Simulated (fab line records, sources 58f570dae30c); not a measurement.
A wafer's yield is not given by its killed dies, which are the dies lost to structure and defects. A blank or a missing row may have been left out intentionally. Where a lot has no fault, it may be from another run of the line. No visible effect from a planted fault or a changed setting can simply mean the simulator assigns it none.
Which tool did it? / flow berkeleyCmos170 / 7 lots with 21 wafers sampled at 3 steps, on a route of 331 steps

## WHAT THE GAUGES SHOWED, per wafer
UCB170_M1_RS_MEAS_01: measurement is done with a four-point probe.
lot=L223; measured=day 7 02:08; on=filmMetro-02; M1_AL_RS (ohm/sq)=0.0490 0.0486 0.0485
lot=L225; measured=day 7 14:25; on=filmMetro-02; M1_AL_RS (ohm/sq)=0.0490 0.0486 0.0483
lot=L227; measured=day 8 05:39; on=filmMetro-02; M1_AL_RS (ohm/sq)=0.0487 0.0496 0.0495
lot=L229; measured=day 8 12:56; on=filmMetro-02; M1_AL_RS (ohm/sq)=0.0481 0.0488 0.0482
lot=L237; measured=day 10 11:15; on=filmMetro-01; M1_AL_RS (ohm/sq)=0.0452 0.0445 0.0443
lot=L239; measured=day 11 00:10; on=filmMetro-02; M1_AL_RS (ohm/sq)=0.0487 0.0487 0.0488
lot=L243; measured=day 11 16:25; on=filmMetro-03; M1_AL_RS (ohm/sq)=0.0491 0.0485 0.0486

## WHICH TOOL RAN EACH LOT (tool, then ch and the chambers of the sampled wafers, then the start)
lot=L223; UCB170_SILICIDE_RTA_04=rtpAnneal-01 ch 0, day 6 20:23; UCB170_M1_SPUTTER_00=pvdSputter-01, day 7 02:04
lot=L225; UCB170_SILICIDE_RTA_04=rtpAnneal-01 ch 0, day 7 09:44; UCB170_M1_SPUTTER_00=pvdSputter-02, day 7 14:20
lot=L227; UCB170_SILICIDE_RTA_04=rtpAnneal-02 ch 0, day 8 00:06; UCB170_M1_SPUTTER_00=pvdSputter-01, day 8 05:33
lot=L229; UCB170_SILICIDE_RTA_04=rtpAnneal-02 ch 0, day 8 07:31; UCB170_M1_SPUTTER_00=pvdSputter-01, day 8 12:50
lot=L237; UCB170_SILICIDE_RTA_04=rtpAnneal-02 ch 0, day 10 05:26; UCB170_M1_SPUTTER_00=pvdSputter-01, day 10 11:09
lot=L239; UCB170_SILICIDE_RTA_04=rtpAnneal-01 ch 0, day 10 19:15; UCB170_M1_SPUTTER_00=pvdSputter-02, day 11 00:04
lot=L243; UCB170_SILICIDE_RTA_04=rtpAnneal-02 ch 0, day 11 11:45; UCB170_M1_SPUTTER_00=pvdSputter-04, day 11 16:20
- UCB170_SILICIDE_RTA_04: time 15 s.
- UCB170_M1_SPUTTER_00: material Al, target thk 600 nm, time 80 s.

## THE ANSWER, worked out from the rows above alone
Rule: usual is defined by the lots themselves. The widest of any qualifying gaps counts: lots, ordered by their means at a reading, are off when they make up no more than a third of the lots, leave a main group of 4 or more, and stand apart from it by 3 or more times the standard deviation of that group's means. A main group whose means are all the same, to the digits that the tables above print for the reading, isn't used. A lot without any number at a reading at which 4 lots or more have one is off too. Any other lot the step has rows for is counted as sound.
Off: L237, at UCB170_M1_RS_MEAS_01 (M1_AL_RS). For the main group the mean is 0.0487 ohm/sq and the standard deviation 0.00027.
A tool fits if, at a process step before that reading, it ran every lot that is off, and no sound lot after the first of them. Gauges at UCB170_M1_RS_MEAS_01: tried the same way as those tools. Undecided on this evidence; 2 tools fit (pvdSputter-01 at UCB170_M1_SPUTTER_00, filmMetro-01 at UCB170_M1_RS_MEAS_01).

## WHAT THE SIMULATOR HAD INSERTED
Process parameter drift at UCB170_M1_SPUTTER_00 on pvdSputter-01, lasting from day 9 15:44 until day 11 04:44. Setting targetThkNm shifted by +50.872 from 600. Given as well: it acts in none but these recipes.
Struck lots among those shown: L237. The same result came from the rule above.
